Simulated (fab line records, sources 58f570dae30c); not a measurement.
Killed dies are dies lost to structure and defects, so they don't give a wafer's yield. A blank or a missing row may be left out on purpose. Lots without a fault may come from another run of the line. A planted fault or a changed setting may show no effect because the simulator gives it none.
Chamber matching | flow berkeley_cmos170 | UCB170_SPACER_CVD_00 on pecvd-01: 3 sister chambers
The step deposits SiO2 from TEOS/O2, target thk 376 nm, time 47 s. 3 wafers are shown with their chamber, then 8 later ones without.

WAFERS WITH THEIR CHAMBER
wafer  | chamber | heater_power_w (W)
L093.4 | 0       | 329
L093.6 | 1       | 176
L095.1 | 2       | 252

WAFERS WITHOUT THEIR CHAMBER
wafer  | heater_power_w (W)
L095.2 | 251
L095.3 | 317
L095.4 | 322
L095.5 | 268
L095.6 | 267
L096.1 | 325
L096.2 | 322
L096.5 | 211

WHICH CHAMBER EACH WENT THROUGH
wafer  | from the rows above     | in truth
L095.2 | 2                       | 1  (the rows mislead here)
L095.3 | 0                       | 0
L095.4 | 0                       | 0
L095.5 | 2                       | 2
L095.6 | 2                       | 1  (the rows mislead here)
L096.1 | 0                       | 0
L096.2 | 0                       | 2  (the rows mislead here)
L096.5 | can't be placed: 1 or 2 | 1
Placed correctly: 4 of 8. Can't be placed from these rows: 1 (the true chamber is among the candidates in 1). Placed wrongly: 3.
How it was worked out, from the rows above alone: a wafer's distance from a chamber is the root of the sum, over the readings, of the square of ((its reading less the chamber's mean) divided by the reading's scatter). The wafer belongs to the nearest chamber; if the next one is less than 2 further off, it can't be placed. A chamber's mean is the mean of its shown wafers. The scatter: with one shown wafer a chamber, the root of the mean of the squares of how far each hidden wafer lies from its nearest shown one.
